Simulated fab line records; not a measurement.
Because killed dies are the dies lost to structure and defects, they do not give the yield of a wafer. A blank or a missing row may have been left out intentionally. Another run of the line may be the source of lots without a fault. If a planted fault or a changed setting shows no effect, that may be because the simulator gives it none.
The same fault as seen by 2 desks | flow berkeley-cmos170 | only its own numbers are on each desk; what lay behind them is given at the end

## DESK OF THE TOOL OWNER: implanter-01
The tool's own readings at UCB170_PLDD_IMPLANT_08, given as means over the sampled wafers that have a number, one for each lot that went through this tool. A lot is out of limits, marked OUT, if its mean lies more than 4 standard deviations from the usual mean; the brackets give that distance.
Columns: A = beam-energy-keV at UCB170_PLDD_IMPLANT_08, usual 10.000; B = beam-on-s at UCB170_PLDD_IMPLANT_08, usual 10.2 s
lot  | first seen here | A                        | B
L587 | day 6 11:07     | 10.004                   | 10.5
L592 | day 7 04:13     | 9.993                    | 10.3
L593 | day 7 13:46     | 9.994                    | 10.4
L600 | day 8 16:31     | 13.500 (+99 or more) OUT | 10.0
L602 | day 9 11:13     | 13.498 (+99 or more) OUT | 10.2
L604 | day 9 21:49     | 13.500 (+99 or more) OUT | 10.0
This desk finds L600, L602, L604 out of limits, L600 being first, at day 8 16:31 (beam-energy-keV at UCB170_PLDD_IMPLANT_08). Within limits: L587, L592, L593.

## THE METROLOGY DESK
Lot by lot, what the gauges showed, no matter which tool ran the lot: averages of those sampled wafers that carry a number. A lot is out of limits, marked OUT, if its mean lies more than 4 standard deviations from the usual mean; the brackets give that distance.
Columns: A = PLDD_TW at UCB170_PLDD_TW_MEAS_11, usual 1007; B = PLDD_RS at UCB170_SDANNEAL_RS_MEAS_04, usual 1032 ohm/sq
lot  | first seen here | A               | B
L587 | day 6 11:29     | 1009            | 1032
L589 | day 6 20:25     | 1008            | 1030
L592 | day 7 04:37     | 1010            | 1035
L594 | day 7 13:51     | 1023            | 1034
L593 | day 7 14:08     | 1013            | 1032
L595 | day 7 19:33     | 1000            | 1028
L600 | day 8 16:53     | 1043            | 1021
L601 | day 9 11:23     | 1011            | 1033
L602 | day 9 11:37     | 1069 (+5.6) OUT | 1020
L605 | day 9 21:52     | 1020            | 1031
L604 | day 9 22:11     | 1058 (+4.6) OUT | 1020
L606 | day 9 22:26     | 989             | 1036
L608 | day 10 20:37    | 999             | 1027
L609 | day 10 21:07    | 1012            | 1034
L610 | day 10 22:16    | 994             | 1034
This desk's finding: out of limits on L602, L604; first on L602, day 9 11:37 (PLDD_TW at UCB170_PLDD_TW_MEAS_11). Within limits: L587, L589, L592, L594, L593, L595, L600, L601, L605, L606, L608, L609, L610.

## BROUGHT TOGETHER
The tool owner's desk could have raised an alarm at day 8 16:31, on L600, L602, L604.
On L602, L604, the metrology desk was in a position to raise an alarm at day 9 11:37.
The metrology desk has L600 on record, within its limits.
All the named lots went through UCB170_PLDD_IMPLANT_08 on implanter-01.

## WHAT THE SIMULATOR PUT IN
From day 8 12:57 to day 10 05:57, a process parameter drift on implanter-01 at UCB170_PLDD_IMPLANT_08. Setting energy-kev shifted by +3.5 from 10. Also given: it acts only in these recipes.
Lots struck among those shown: L600, L602, L604.
Time in hours from fault onset to the first out-of-limits reading at each desk: tool owner's desk 4, metrology desk 23.
